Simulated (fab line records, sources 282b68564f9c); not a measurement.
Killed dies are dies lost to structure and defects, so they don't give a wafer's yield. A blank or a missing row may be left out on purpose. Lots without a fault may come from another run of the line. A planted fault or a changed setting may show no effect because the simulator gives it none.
fab line records | flow rit_cmos
record lots=5 wafers=15 last_day=8
route steps=202 shown SDANNEAL@156 PSD@157 NSD@158 PLDD@159 NLDD@160 SILICIDE@161 CONTACT@168 M1@184
lots that met no fault: from a run of the same line without faults
start_h: hours from the record's first day to the start of the lot's first wafer shown | wait_h: hours since the lot's step before | " the same as in the row above | L1.1+2: a row that stands for several wafers | - no value, or no start given | * or withheld: withheld | < > ~ a bound
route shown NAME@n: a module of which the file shows steps, and the number in the route of the first | usual: mean/standard deviation of fault-free wafers | same: alike in all rows | chamber/n: place in a boat | sites: the reading at each site | _std_site: their standard deviation | _edge_site: outer sites' mean less inner sites' | radius_mm: how far each site lies from the wafer's centre | mask NAME#n: copy n | behind: the tool/chamber that last shaped the wafer | hold: why the lot was held/for how many hours/how that ended | device: the transistor (n, p or np) that didn't switch | end of line: the same wafers' tests at the end of the route | a step without rows: its recipe alone | killed: dies lost to structure and defects at the first sort, not the wafer's yield | map: a wafer's dies, x killed, . not, _ none there
set.NAME: the setting as run; set.NAME@STEP: as run at that earlier step | model.NAME: the simulator's own value behind a step, which no gauge read
lots at some steps of the route; a table a step, a row a wafer
services: from which hour (start_h, from the record's first day; less than 0 if before it) a tool's chamber was out of use, for how many hours, and why
## steps
# step RIT_SDANNEAL_RTA_03
# recipe temp_c=1050 time_s=4.891 idle_temp_c=600 ramp_up_c_per_s=342 ramp_down_c_per_s=171 cool_to_c=600 ambient=N2
# usual wafer_temp_C_max=1053.7/1.2
# columns lot.wafer tool chamber start_h wait_h wafer_temp_C_max
L938.1 rtp_anneal-01 0 67.19 0.0 1053.0
L938.3 " 0 " " 1053.3
L938.5 " 0 " " 1053.2
L944.1 rtp_anneal-01 0 95.34 0.0 1055.0
L944.3 " 0 " " 1052.8
L944.6 " 0 " " 1052.8
L956.1 rtp_anneal-02 0 163.72 0.0 1053.7
L956.2 " 0 " " 1053.1
L956.6 " 0 " " 1051.5
L957.2 rtp_anneal-01 0 168.74 0.0 1054.2
L957.4 " 0 " " 1056.1
L957.6 " 0 " " 1052.8
L958.4 rtp_anneal-02 0 175.28 0.0 1053.4
L958.5 " 0 " " 1053.8
L958.6 " 0 " " 1053.8
# step RIT_SDANNEAL_RS_MEAS_04
# recipe thk_meas_gauge=four-point-probe
# usual PSD_RS=116.3/0.33
# columns lot.wafer tool chamber start_h wait_h PSD_RS[ohm/sq]
L938.1 film_metro-04 - 67.24 0.0 116.9
L938.3 " - " " 116.8
L938.5 " - " " 116.8
L944.1 film_metro-03 - 95.40 0.0 116.6
L944.3 " - " " 116.0
L944.6 " - " " 116.1
L956.1 film_metro-03 - 163.77 0.0 116.2
L956.2 " - " " 116.3
L956.6 " - " " 116.2
L957.2 film_metro-04 - 168.81 0.1 115.8
L957.4 " - " " 116.3
L957.6 " - " " 116.0
L958.4 film_metro-04 - 175.37 0.1 116.1
L958.5 " - " " 116.1
L958.6 " - " " 116.3
# step RIT_SDANNEAL_RS_MEAS_05
# recipe thk_meas_gauge=four-point-probe
# usual NSD_RS=84.51/0.28
# columns lot.wafer tool chamber start_h wait_h NSD_RS[ohm/sq]
L938.1 film_metro-04 - 67.36 0.1 84.61
L938.3 " - " " 84.74
L938.5 " - " " 84.61
L944.1 film_metro-03 - 95.52 0.1 84.46
L944.3 " - " " 84.38
L944.6 " - " " 84.26
L956.1 film_metro-03 - 163.89 0.1 84.52
L956.2 " - " " 84.41
L956.6 " - " " 84.63
L957.2 film_metro-04 - 168.93 0.1 84.88
L957.4 " - " " 84.66
L957.6 " - " " 84.77
L958.4 film_metro-04 - 175.49 0.1 84.57
L958.5 " - " " 84.34
L958.6 " - " " 84.36
# step RIT_SDANNEAL_RS_MEAS_06
# recipe thk_meas_gauge=four-point-probe
# usual PLDD_RS=178.9/0.45
# columns lot.wafer tool chamber start_h wait_h PLDD_RS[ohm/sq]
L938.1 film_metro-04 - 67.48 0.1 178.9
L938.3 " - " " 179.3
L938.5 " - " " 179.4
L944.1 film_metro-03 - 95.64 0.1 178.9
L944.3 " - " " 178.8
L944.6 " - " " 178.3
L956.1 film_metro-03 - 164.01 0.1 178.3
L956.2 " - " " 178.5
L956.6 " - " " 178.6
L957.2 film_metro-04 - 169.05 0.1 178.9
L957.4 " - " " 179.5
L957.6 " - " " 178.7
L958.4 film_metro-04 - 175.61 0.1 179.0
L958.5 " - " " 179.1
L958.6 " - " " 178.4
# step RIT_SDANNEAL_RS_MEAS_07
# recipe thk_meas_gauge=four-point-probe
# usual NLDD_RS=153.2/0.55
# columns lot.wafer tool chamber start_h wait_h NLDD_RS[ohm/sq]
L938.1 film_metro-04 - 67.60 0.1 154.1
L938.3 " - " " 154.1
L938.5 " - " " 153.6
L944.1 film_metro-03 - 95.76 0.1 153.8
L944.3 " - " " 153.1
L944.6 " - " " 153.9
L956.1 film_metro-03 - 164.13 0.1 152.2
L956.2 " - " " 153.3
L956.6 " - " " 152.9
L957.2 film_metro-04 - 169.17 0.1 153.9
L957.4 " - " " 153.3
L957.6 " - " " 153.6
L958.4 film_metro-04 - 175.73 0.1 153.4
L958.5 " - " " 153.4
L958.6 " - " " 153.6
# step RIT_SILICIDE_WET_ETCH_00
# recipe chemistry=BOE target=SiO2 target_depth_nm=14 time_s=15 dry=n2_spin dilution=10:1 temp_c=21.5
# step RIT_SILICIDE_SPUTTER_01
# recipe material=Ti target_thk_nm=30 power_w=350 chamber_pressure_pa=0.667 gas=Ar time_s=240 substrate_temp_c=25
# usual cathode_dc_power_W=350.00/0.062 throttle_valve_pct=30.4/0.98
# columns lot.wafer tool chamber start_h wait_h cathode_dc_power_W throttle_valve_pct
L938.1 pvd_sputter-02 - 67.75 0.0 349.88 30.6
L938.3 " - " " 350.05 28.6
L938.5 " - " " 349.92 30.0
L944.1 pvd_sputter-02 - 95.89 0.0 349.98 28.8
L944.3 " - " " 350.01 31.1
L944.6 " - " " 349.93 30.3
L956.1 pvd_sputter-03 - 164.27 0.0 349.96 30.0
L956.2 " - " " 350.02 32.7
L956.6 " - " " 350.04 31.8
L957.2 pvd_sputter-04 - 169.37 0.0 349.97 29.5
L957.4 " - " " 350.04 30.2
L957.6 " - " " 349.98 31.0
L958.4 pvd_sputter-03 - 175.80 0.0 349.94 29.4
L958.5 " - " " 350.02 29.4
L958.6 " - " " 350.07 32.4
# step RIT_SILICIDE_RS_MEAS_02
# recipe thk_meas_gauge=four-point-probe reads=Ti_of_SILICIDE_SPUTTER_01
# usual SILICIDE_TI_RS=48.1/0.76
# columns lot.wafer tool chamber start_h wait_h SILICIDE_TI_RS[ohm/sq]
L938.1 film_metro-03 - 67.90 0.1 48.9
L938.3 " - " " 47.9
L938.5 " - " " 47.7
L944.1 film_metro-04 - 96.04 0.1 48.0
L944.3 " - " " 48.2
L944.6 " - " " 49.1
L956.1 film_metro-04 - 164.42 0.1 48.6
L956.2 " - " " 48.3
L956.6 " - " " 47.7
L957.2 film_metro-04 - 169.54 0.1 48.8
L957.4 " - " " 48.3
L957.6 " - " " 48.2
L958.4 film_metro-02 - 176.01 0.1 47.3
L958.5 " - " " 47.1
L958.6 " - " " 47.3
# step RIT_SILICIDE_THK_MEAS_03
# recipe thk_meas_gauge=xrf reads=Ti_of_SILICIDE_SPUTTER_01
# usual SILICIDE_TI_THK=30.4/0.41
# columns lot.wafer tool chamber start_h wait_h SILICIDE_TI_THK[nm]
L938.1 film_metro-03 - 68.02 0.1 30.1
L938.3 " - " " 30.5
L938.5 " - " " 30.6
L944.1 film_metro-04 - 96.16 0.1 30.2
L944.3 " - " " 30.3
L944.6 " - " " 29.9
L956.1 film_metro-04 - 164.54 0.1 30.2
L956.2 " - " " 30.2
L956.6 " - " " 30.6
L957.2 film_metro-04 - 169.65 0.1 29.9
L957.4 " - " " 30.0
L957.6 " - " " 30.2
L958.4 film_metro-02 - 176.10 0.1 31.0
L958.5 " - " " 31.0
L958.6 " - " " 30.8
# step RIT_SILICIDE_RTA_04
# recipe temp_c=650 time_s=10 idle_temp_c=25 ramp_up_s=5 ramp_down_s=5 cool_to_c=25 ambient=N2
# step RIT_SILICIDE_WET_ETCH_05
# recipe chemistry=SPM target=Ti temp_c=90 time_s=120 dry=n2_spin
# step RIT_SILICIDE_RTA_06
# recipe temp_c=750 time_s=10 idle_temp_c=25 ramp_up_s=5 ramp_down_s=10 cool_to_c=25 ambient=N2
# usual wafer_temp_C_max=753.4/0.91
# columns lot.wafer tool chamber start_h wait_h wafer_temp_C_max
L938.1 rtp_anneal-01 0 68.23 0.0 754.3
L938.3 " 0 " " 753.4
L938.5 " 0 " " 754.8
L944.1 rtp_anneal-01 0 96.34 0.0 754.6
L944.3 " 0 " " 753.7
L944.6 " 0 " " 753.6
L956.1 rtp_anneal-02 0 164.70 0.0 752.2
L956.2 " 0 " " 752.7
L956.6 " 0 " " 753.8
L957.2 rtp_anneal-01 0 169.84 0.0 752.9
L957.4 " 0 " " 752.7
L957.6 " 0 " " 753.4
L958.4 rtp_anneal-02 0 176.31 0.0 752.1
L958.5 " 0 " " 752.0
L958.6 " 0 " " 751.4
# step RIT_CONTACT_CVD_00
# recipe material=SiO2 target_thk_nm=400 precursor=TEOS temp_c=390 time_s=61 rf_w=400
# usual heater_power_w=320/62
# columns lot.wafer tool chamber start_h wait_h heater_power_w model.SiO2_of_CONTACT_CVD_00.thk_nm
L938.1 pecvd-04 1 68.30 0.1 390 397.4
L938.3 " 0 " " 285 402.6
L938.5 " 1 " " 285 403.9
L944.1 pecvd-04 2 96.40 0.1 451 396.9
L944.3 " 0 " " 302 403.3
L944.6 " 2 " " 463 408.1
L956.1 pecvd-04 1 164.77 0.1 335 309.5
L956.2 " 0 " " 225 392.3
L956.6 " 1 " " 356 315.5
L957.2 pecvd-03 0 169.89 0.0 350 391.2
L957.4 " 1 " " 270 401.8
L957.6 " 2 " " 338 402.5
L958.4 pecvd-01 2 176.37 0.0 296 394.9
L958.5 " 1 " " 402 401.6
L958.6 " 0 " " 290 402.2
# step RIT_CONTACT_THK_MEAS_01
# recipe reads=SiO2_of_CONTACT_CVD_00
# usual CONTACT_TEOS_THK=399/5.4
# columns lot.wafer tool chamber start_h wait_h CONTACT_TEOS_THK[nm]
L938.1 film_metro-04 - 68.35 0.0 397
L938.3 " - " " 403
L938.5 " - " " 404
L944.1 film_metro-02 - 96.45 0.0 397
L944.3 " - " " 403
L944.6 " - " " 408
L956.1 film_metro-01 - 164.82 0.0 310
L956.2 " - " " 393
L956.6 " - " " 316
L957.2 film_metro-01 - 169.95 0.0 391
L957.4 " - " " 402
L957.6 " - " " 403
L958.4 film_metro-01 - 176.42 0.0 395
L958.5 " - " " 402
L958.6 " - " " 402
# step RIT_CONTACT_HMDS_02
# recipe prime_time_s=60 prime_temp_c=140
# step RIT_CONTACT_COAT_03
# recipe resist=NOVOLAK spin_rpm=3250 resist_thk_nm=1000
# step RIT_CONTACT_SOFTBAKE_04
# recipe resist=NOVOLAK temp_c=90 time_s=60
# step RIT_CONTACT_EXPOSE_05
# recipe mask_id=M11 na=0.6 source_shape=conventional sigma_outer=0.5 target_cd_nm=1000 dose_mj=250
# step RIT_CONTACT_PEB_06
# recipe resist=NOVOLAK temp_c=withheld time_s=withheld
# step RIT_CONTACT_DEVELOP_07
# recipe resist=NOVOLAK develop_time_s=120 dev_temp_c=22.43
# step RIT_CONTACT_CD_MEAS_08
# recipe target_cd_nm=1000
# usual cd_nm=1000.1/2.6
# columns lot.wafer tool chamber start_h wait_h cd_nm
L938.1 cd_sem-01 - 69.50 - 999.6
L938.3 " - " " 1002.1
L938.5 " - " " 1000.7
L944.1 cd_sem-02 - 97.50 - 1000.4
L944.3 " - " " 1000.0
L944.6 " - " " 1001.0
L956.1 cd_sem-01 - 165.85 - 1001.5
L956.2 " - " " 1002.5
L956.6 " - " " 1001.9
L957.2 cd_sem-01 - 170.99 - 1000.6
L957.4 " - " " 999.4
L957.6 " - " " 998.4
L958.4 cd_sem-02 - 177.55 - 1004.3
L958.5 " - " " 1003.8
L958.6 " - " " 1003.2
# step RIT_CONTACT_OVL_MEAS_09
# usual CONTACT_OVL=-0.4/1.3
# columns lot.wafer tool chamber start_h wait_h CONTACT_OVL[nm]
L938.1 overlay-01 - 69.62 0.1 -0.9
L938.3 " - " " -0.8
L938.5 " - " " -0.7
L944.1 overlay-02 - 97.62 0.1 1.4
L944.3 " - " " 2.2
L944.6 " - " " 1.3
L956.1 overlay-01 - 165.97 0.1 -1.7
L956.2 " - " " -1.6
L956.6 " - " " -0.9
L957.2 overlay-01 - 171.10 0.1 -3.5
L957.4 " - " " -3.3
L957.6 " - " " -3.4
L958.4 overlay-02 - 177.63 0.1 -3.2
L958.5 " - " " -1.9
L958.6 " - " " 0.5
# step RIT_CONTACT_HARDBAKE_10
# recipe resist=NOVOLAK temp_c=140 time_s=60
# step RIT_CONTACT_ETCH_11
# recipe target_depth_a=4800 over_etch_frac=0.2 stop_on=TiSi2 chemistry=CHF3/CF4/Ar target=SiO2 CHF3_flow_sccm=50 cf4_flow_sccm=10 Ar_flow_sccm=100 O2_flow_sccm=5 pressure_mtorr=100 rf_w=200 time_s=320
# usual drypump_motor_current_A=5.7/0.6 oes_product_au=0.993/0.014 throttle_valve_pct=8.88/0.16
# columns lot.wafer tool chamber start_h wait_h drypump_motor_current_A oes_product_au rf_hours_counter_h throttle_valve_pct model.CONTACT.feature_depth_nm model.etch.depth_nm
L938.1 rie_diel-03 2 69.80 0.1 5.1 0.997 0 8.61 397.4 397.4
L938.3 " 1 " " 5.9 0.977 144 8.64 402.6 402.6
L938.5 " 1 " " 5.9 0.981 - 8.64 403.9 403.9
L944.1 rie_diel-01 2 97.83 0.1 4.7 0.987 153 8.90 396.9 396.9
L944.3 " 3 " " 6.5 1.017 3 8.94 403.3 403.3
L944.6 " 1 " " 5.3 0.983 - 9.07 408.1 408.1
L956.1 rie_diel-01 2 166.15 0.1 4.7 0.960 0 8.89 309.5 309.5
L956.2 " 1 " " 5.3 0.976 96 9.09 392.3 392.3
L956.6 " 3 " " 6.5 1.003 - 8.94 315.5 315.5
L957.2 rie_diel-02 1 171.28 0.1 6.2 1.012 23 8.70 391.2 391.2
L957.4 " 1 " " 6.2 1.011 - 8.70 401.8 401.8
L957.6 " 2 " " 6.5 0.990 - 8.87 402.5 402.5
L958.4 rie_diel-01 3 177.80 0.1 6.5 1.021 5 8.95 394.9 394.9
L958.5 " 2 " " 4.7 0.963 - 8.91 401.6 401.6
L958.6 " 1 " " 5.3 0.971 - 9.08 402.2 402.2
# step RIT_CONTACT_STRIP_12
# recipe chemistry=O2 time_s=180 resist=NOVOLAK platen_temp_c=withheld power_w=500 pressure_mtorr=4000 o2_flow_sccm=4000
# usual drypump_motor_current_A=5.8/0.49
# columns lot.wafer tool chamber start_h wait_h drypump_motor_current_A rf_hours_counter_h
L938.1 plasma_asher-01 0 70.00 0.1 5.7 47
L938.3 " 1 " " 6.3 -
L938.5 " 0 " " 5.7 -
L944.1 plasma_asher-01 1 98.03 0.1 6.3 50
L944.3 " 0 " " 5.8 -
L944.6 " 1 " " 6.3 -
L956.1 plasma_asher-03 0 166.35 0.1 5.8 43
L956.2 " 1 " " 5.1 43
L956.6 " 0 " " 5.7 -
L957.2 plasma_asher-01 0 171.47 0.1 5.8 58
L957.4 " 0 " " 5.8 -
L957.6 " 1 " " 6.3 -
L958.4 plasma_asher-02 0 178.05 0.2 5.4 -
L958.5 " 0 " " 5.4 -
L958.6 " 1 " " 6.5 -
# step RIT_CONTACT_CD_MEAS_90
# recipe target_cd_nm=1000
# usual cd_nm=1000.2/2.6
# columns lot.wafer tool chamber start_h wait_h cd_nm
L938.1 cd_sem-01 - 70.17 0.1 999.0
L938.3 " - " " 1002.6
L938.5 " - " " 1001.0
L944.1 cd_sem-02 - 98.20 0.1 1000.3
L944.3 " - " " 1000.0
L944.6 " - " " 1001.8
L956.1 cd_sem-02 - 166.52 0.1 1001.4
L956.2 " - " " 1002.8
L956.6 " - " " 1002.1
L957.2 cd_sem-01 - 171.66 0.1 1000.9
L957.4 " - " " 999.1
L957.6 " - " " 999.1
L958.4 cd_sem-02 - 178.28 0.2 1004.3
L958.5 " - " " 1002.8
L958.6 " - " " 1004.2
# step RIT_CONTACT_CLEAN_13
# recipe chemistry=SC1 mix=3:3:50 time_s=600 temp_c=75
# step RIT_CONTACT_CLEAN_14
# recipe chemistry=SC2 mix=3:3:50 time_s=600 temp_c=75 dry=n2_spin
# step RIT_M1_SPUTTER_00
# recipe material=Al target_thk_nm=400 power_w=2000 chamber_pressure_pa=0.4 gas=Ar time_s=500 substrate_temp_c=25
# usual cathode_dc_power_W=2000.0/0.35 throttle_valve_pct=30.1/1.1
# columns lot.wafer tool chamber start_h wait_h cathode_dc_power_W throttle_valve_pct
L938.1 pvd_sputter-01 - 70.66 0.0 2000.5 30.3
L938.3 " - " " 2000.8 29.9
L938.5 " - " " 2000.4 29.3
L944.1 pvd_sputter-01 - 98.67 0.0 1999.8 30.6
L944.3 " - " " 2000.1 28.5
L944.6 " - " " 2000.2 29.5
L956.1 pvd_sputter-01 - 167.01 0.0 2000.7 29.7
L956.2 " - " " 1999.7 29.0
L956.6 " - " " 1999.8 29.6
L957.2 pvd_sputter-02 - 172.31 0.0 2000.8 31.1
L957.4 " - " " 1999.7 29.8
L957.6 " - " " 1999.6 31.1
L958.4 pvd_sputter-01 - 178.69 0.0 2000.1 28.5
L958.5 " - " " 2000.1 29.5
L958.6 " - " " 1999.7 30.4
# step RIT_M1_RS_MEAS_01
# recipe thk_meas_gauge=four-point-probe reads=Al_of_M1_SPUTTER_00
# usual M1_AL_RS=0.0735/0.00094
# columns lot.wafer tool chamber start_h wait_h M1_AL_RS[ohm/sq]
L938.1 film_metro-03 - 70.95 0.1 0.0738
L938.3 " - " " 0.0741
L938.5 " - " " 0.0739
L944.1 film_metro-04 - 98.97 0.1 0.0748
L944.3 " - " " 0.0737
L944.6 " - " " 0.0750
L956.1 film_metro-01 - 167.30 0.1 0.0736
L956.2 " - " " 0.0737
L956.6 " - " " 0.0739
L957.2 film_metro-04 - 172.62 0.2 0.0729
L957.4 " - " " 0.0732
L957.6 " - " " 0.0728
L958.4 film_metro-04 - 179.05 0.2 0.0753
L958.5 " - " " 0.0758
L958.6 " - " " 0.0754
# step RIT_M1_THK_MEAS_02
# recipe thk_meas_gauge=xrf reads=Al_of_M1_SPUTTER_00
# usual M1_AL_THK=399/5.1
# columns lot.wafer tool chamber start_h wait_h M1_AL_THK[nm]
L938.1 film_metro-03 - 71.07 0.1 397
L938.3 " - " " 398
L938.5 " - " " 397
L944.1 film_metro-04 - 99.09 0.1 392
L944.3 " - " " 399
L944.6 " - " " 390
L956.1 film_metro-01 - 167.42 0.1 397
L956.2 " - " " 399
L956.6 " - " " 401
L957.2 film_metro-04 - 172.73 0.1 400
L957.4 " - " " 401
L957.6 " - " " 400
L958.4 film_metro-04 - 179.14 0.1 389
L958.5 " - " " 385
L958.6 " - " " 389
# step RIT_M1_HMDS_03
# recipe prime_time_s=60 prime_temp_c=140
# step RIT_M1_COAT_04
# recipe resist=NOVOLAK spin_rpm=2000 resist_thk_nm=1300
# step RIT_M1_SOFTBAKE_05
# recipe resist=NOVOLAK temp_c=90 time_s=60
# step RIT_M1_EXPOSE_06
# recipe mask_id=M12 na=0.6 source_shape=conventional sigma_outer=0.5 target_cd_nm=2600 dose_mj=250
# step RIT_M1_PEB_07
# recipe resist=NOVOLAK temp_c=withheld time_s=withheld
# step RIT_M1_DEVELOP_08
# recipe resist=NOVOLAK develop_time_s=68 dev_temp_c=23.79
# step RIT_M1_CD_MEAS_09
# recipe target_cd_nm=2600
# usual cd_nm=2600.6/2.7
# columns lot.wafer tool chamber start_h wait_h cd_nm
L938.1 cd_sem-01 - 72.14 - 2601.4
L938.3 " - " " 2600.3
L938.5 " - " " 2601.3
L944.1 cd_sem-01 - 100.15 - 2602.8
L944.3 " - " " 2604.2
L944.6 " - " " 2603.7
L956.1 cd_sem-01 - 168.36 - 2599.4
L956.2 " - " " 2602.4
L956.6 " - " " 2602.2
L957.2 cd_sem-01 - 173.68 - 2601.7
L957.4 " - " " 2601.8
L957.6 " - " " 2601.4
L958.4 cd_sem-01 - 180.11 - 2603.5
L958.5 " - " " 2603.2
L958.6 " - " " 2605.1
# step RIT_M1_OVL_MEAS_10
# usual M1_OVL=0.9/1.7
# columns lot.wafer tool chamber start_h wait_h M1_OVL[nm]
L938.1 overlay-01 - 72.26 0.1 -0.2
L938.3 " - " " -1.0
L938.5 " - " " -0.8
L944.1 overlay-02 - 100.27 0.1 -0.1
L944.3 " - " " -0.8
L944.6 " - " " -1.8
L956.1 overlay-02 - 168.48 0.1 -0.6
L956.2 " - " " -1.1
L956.6 " - " " -1.7
L957.2 overlay-01 - 173.79 0.1 -0.9
L957.4 " - " " 0.2
L957.6 " - " " -0.2
L958.4 overlay-02 - 180.18 0.1 2.7
L958.5 " - " " 2.4
L958.6 " - " " 3.8
# step RIT_M1_HARDBAKE_11
# recipe resist=NOVOLAK temp_c=140 time_s=120
# step RIT_M1_METAL_ETCH_12
# recipe stop_on=SiO2 chemistry=Cl2/BCl3 target=Al time_s=165 over_etch_frac=0.5 pressure_mtorr=100 target_depth_a=6000 rf_w=246.9 Cl2_flow_sccm=60 bcl3_flow_sccm=50
# usual drypump_motor_current_A=5.7/0.46 oes_product_au=0.770/0.014 throttle_valve_pct=8.25/0.061
# columns lot.wafer tool chamber start_h wait_h drypump_motor_current_A oes_product_au rf_hours_counter_h throttle_valve_pct model.SiO2_of_CONTACT_CVD_00.thk_nm
L938.1 rie_metal-01 1 72.54 0.2 5.1 0.790 2 8.27 360.6
L938.3 " 1 " " 5.2 0.792 - 8.28 365.8
L938.5 " 1 " " 5.1 0.783 - 8.28 367.3
L944.1 rie_metal-01 0 100.56 0.2 5.1 0.750 3 8.31 360.8
L944.3 " 1 " " 5.2 0.787 - 8.27 366.6
L944.6 " 0 " " 5.1 0.756 - 8.33 371.8
L956.1 rie_metal-04 1 168.77 0.2 5.7 0.761 2 8.29 271.8
L956.2 " 0 " " 6.3 0.764 2 8.17 355.4
L956.6 " 0 " " 6.3 0.754 - 8.20 278.3
L957.2 rie_metal-03 1 174.07 0.2 5.9 0.782 0 8.16 354.1
L957.4 " 0 " " 6.1 0.764 - 8.27 366.1
L957.6 " 1 " " 5.9 0.781 - 8.16 365.4
L958.4 rie_metal-01 1 180.51 0.1 5.1 0.775 - 8.25 358
L958.5 " 0 " " 5.1 0.738 - 8.31 365.2
L958.6 " 1 " " 5.1 0.785 - 8.28 365.3
# step RIT_M1_STRIP_13
# recipe chemistry=nmp resist=NOVOLAK temp_c=80 time_s=600 dry=n2_spin
# step RIT_M1_PROBE_99
# usual killed_at_M0_to_M3=0.0/0.14 killed_at_contacts=0.1/0.3 killed_at_front_end=6.5/2.9 killed_dies=6.6/3 killed_open=3.3/2 killed_short=3.3/1.9
# same gross_dies=264 killed_at_M4_up=0 killed_at_back_side=0 killed_at_other=0
# columns lot.wafer tool chamber start_h wait_h killed_at_M0_to_M3 killed_at_contacts killed_at_front_end killed_dies killed_open killed_short model.etest.field_p_metal.vt_v model.etest.nmos_0p15.junction_log10_a_um model.etest.nmos_narrow.off_log10_a_um model.etest.nmos_0p3.off_log10_a_um model.etest.gate_end_array.leak_log10_a_um model.etest.pmos_0p15.junction_log10_a_um model.etest.antenna_contact.vt_shift_v
L938.1 prober-02 - 74.97 0.1 0 0 12 12 8 4 -29.19 -13.61 -13.32 -13.14 -12.98 -13.83 -0.008336
L938.3 prober-02 - 75.07 0.2 0 0 8 8 4 4 -29.04 -13.51 -13.2 -13.15 -13.02 -13.73 -0.00474
L938.5 prober-02 - 75.17 0.2 0 0 12 12 7 5 -29.05 -13.72 -13.32 -13.2 -13.08 -13.6 -0.01529
L944.1 prober-02 - 104.11 0.1 0 0 5 5 3 2 -28.28 -13.59 -13.12 -13.06 -12.9 -13.67 -0.01092
L944.3 prober-02 - 104.22 0.2 0 0 6 6 3 3 -28.11 -13.46 -13.03 -13.01 -12.81 -13.87 -0.009651
L944.6 prober-02 - 104.36 0.2 0 0 7 7 3 4 -28.82 -13.6 -13.26 -12.98 -12.79 -13.87 -0.007929
L956.1 prober-02 - 171.43 0.1 0 0 10 10 6 4 -23.45 -12.96 -12.86 -12.75 -12.5 -13.53 -0.02113
L956.2 prober-02 - 171.48 0.1 0 1 4 5 1 4 -28.2 -13.71 -13.24 -12.93 -12.68 -13.86 -0.009537
L956.6 prober-02 - 171.68 0.2 0 0 5 5 4 1 -23.97 -12.92 -12.81 -12.79 -12.57 -13.55 -0.01966
L957.2 prober-01 - 177.58 0.1 0 0 12 12 5 7 -28.84 -13.42 -13.25 -13.04 -12.8 -13.8 -0.00829
L957.4 prober-01 - 177.68 0.2 1 0 6 7 5 2 -29.05 -13.53 -13.26 -13 -12.83 -13.73 -0.009004
L957.6 prober-01 - 177.78 0.2 0 0 7 7 4 3 -29.45 -13.43 -13.27 -13.1 -12.89 -13.9 -0.01565
L958.4 prober-02 - 184.26 0.2 0 0 5 5 3 2 -28.67 -13.64 -13.2 -12.93 -12.7 -13.68 -0.00729
L958.5 prober-02 - 184.31 0.2 0 0 8 8 3 5 -29.06 -13.65 -13.22 -13.09 -12.97 -13.75 -0.01003
L958.6 prober-02 - 184.36 0.2 0 0 4 4 1 3 -29.25 -13.33 -13.4 -13.21 -13.03 -13.83 -0.01214
# killed by level:class
L938.1 REOX:geometric_particle:short=2 REOX:geometric_particle:open=2 SILICIDE:geometric_particle:open=2 FOX1:geometric_particle:open=1 FOX2:geometric_particle:open=1 GATE:geometric_particle:open=1 SPACER:geometric_particle:open=1 SPACER:geometric_particle:short=1
L938.3 GATE:geometric_particle:short=2 GATE:geometric_particle:open=2 FOX1:geometric_particle:open=1 REOX:geometric_particle:open=1 REOX:geometric_particle:short=1 SPACER:geometric_particle:short=1
L938.5 GATE:geometric_particle:open=3 SPACER:geometric_particle:open=3 FOX2:geometric_particle:short=1 GATE:geometric_particle:short=1 REOX:geometric_particle:open=1 REOX:geometric_particle:short=1 SPACER:geometric_particle:short=1 SILICIDE:geometric_particle:short=1
L944.1 ACTIVE:geometric_particle:short=1 FOX2:geometric_particle:open=1 GATE:geometric_particle:open=1 REOX:geometric_particle:open=1 SPACER:geometric_particle:short=1
L944.3 GATE:geometric_particle:short=1 GATE:geometric_particle:open=1 REOX:geometric_particle:open=1 SPACER:geometric_particle:open=1 SPACER:geometric_particle:short=1 SILICIDE:geometric_particle:short=1
L944.6 GATE:geometric_particle:short=3 FOX1:geometric_particle:open=2 GATE:geometric_particle:open=1 REOX:geometric_particle:short=1
L956.1 FOX1:geometric_particle:open=2 GATE:geometric_particle:short=2 GATE:geometric_particle:open=2 REOX:geometric_particle:open=2 SPACER:geometric_particle:short=2
L956.2 GATE:geometric_particle:short=3 SPACER:geometric_particle:short=1 CONTACT:geometric_particle:open=1
L956.6 GATE:geometric_particle:open=3 FOX1:geometric_particle:open=1 SILICIDE:geometric_particle:short=1
L957.2 GATE:geometric_particle:open=3 REOX:geometric_particle:short=3 SPACER:geometric_particle:short=2 FOX2:geometric_particle:short=1 REOX:geometric_particle:open=1 SPACER:geometric_particle:open=1 SILICIDE:geometric_particle:short=1
L957.4 GATE:geometric_particle:open=3 FOX2:geometric_particle:short=1 GATE:geometric_particle:short=1 SPACER:geometric_particle:open=1 M1:geometric_particle:open=1
L957.6 GATE:geometric_particle:open=2 SPACER:geometric_particle:open=2 FOX2:geometric_particle:short=1 GATE:geometric_particle:short=1 SILICIDE:geometric_particle:short=1
L958.4 GATE:geometric_particle:short=2 GATE:geometric_particle:open=2 REOX:geometric_particle:open=1
L958.5 FOX1:geometric_particle:short=2 FOX1:geometric_particle:open=2 GATE:geometric_particle:short=2 SPACER:geometric_particle:open=1 SPACER:geometric_particle:short=1
L958.6 GATE:geometric_particle:short=3 SPACER:geometric_particle:open=1
## services
# columns tool chamber start_h hours kind
rie_metal-04 0 68.05 10.2 repair
rie_metal-04 - 75.39 2.8 pm
pvd_sputter-02 - 87.16 8.4 repair
pecvd-03 - 91.22 6.0 pm
rie_diel-03 3 97.68 2.4 repair
rtp_anneal-01 - 102.32 4.2 pm
pvd_sputter-04 - 105.07 0.7 repair
rie_metal-04 1 107.70 2.0 repair
rie_diel-03 3 110.18 6.8 repair
pvd_sputter-04 - 114.59 4.7 repair
rie_diel-02 1 120.10 5.9 repair
rie_metal-03 0 122.88 9.0 repair
pvd_sputter-04 - 124.54 1.8 repair
rie_diel-03 - 125.75 2.8 pm
rie_metal-03 - 129.69 0.4 repair
pecvd-01 1 129.70 8.2 repair
rie_diel-01 2 134.55 - clean
rie_diel-01 2 134.55 22.2 scheduled_down
rie_diel-01 2 134.55 22.2 vent_cycle
rie_metal-03 - 136.12 20.0 pm
rie_metal-03 0 136.12 20.0 vent_cycle
rie_metal-03 1 136.12 20.0 vent_cycle
pecvd-03 0 148.17 20.0 repair
rie_diel-02 0 162.70 20.9 repair
## key
first_sign step=RIT_CONTACT_THK_MEAS_01 reading=CONTACT_TEOS_THK direction=down sigmas=16 usual=399 struck=313
effect none on later readings
model_effect step=RIT_CONTACT_CVD_00 value=SiO2_of_CONTACT_CVD_00.thk_nm without=392.5 struck=312.5
model_effect step=RIT_CONTACT_ETCH_11 value=CONTACT.feature_depth_nm without=392.5 struck=312.5
model_effect step=RIT_M1_METAL_ETCH_12 value=SiO2_of_CONTACT_CVD_00.thk_nm without=355.1 struck=275.1
model_effect step=RIT_M1_PROBE_99 value=etest.field_p_metal.vt_v without=-27.64 struck=-23.71
met_at RIT_CONTACT_CVD_00
struck_wafers L956.1,L956.6
tester_left_out L956
onset_between 68.30 164.77
fault kind=process_parameter_drift tool=pecvd-04 chamber=1 onset_h=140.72 steps=RIT_CONTACT_CVD_00 channel=target_thk_nm offset=-80 shape=step end_h=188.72 stated=400
# tester_left_out: of these lots the tester's yield and bins aren't shown, on N5 and GAA mostly nor the transistor test; their killed dies are dies lost to structure and defects alone, not to doping, threshold or leakage, so they don't give the yield
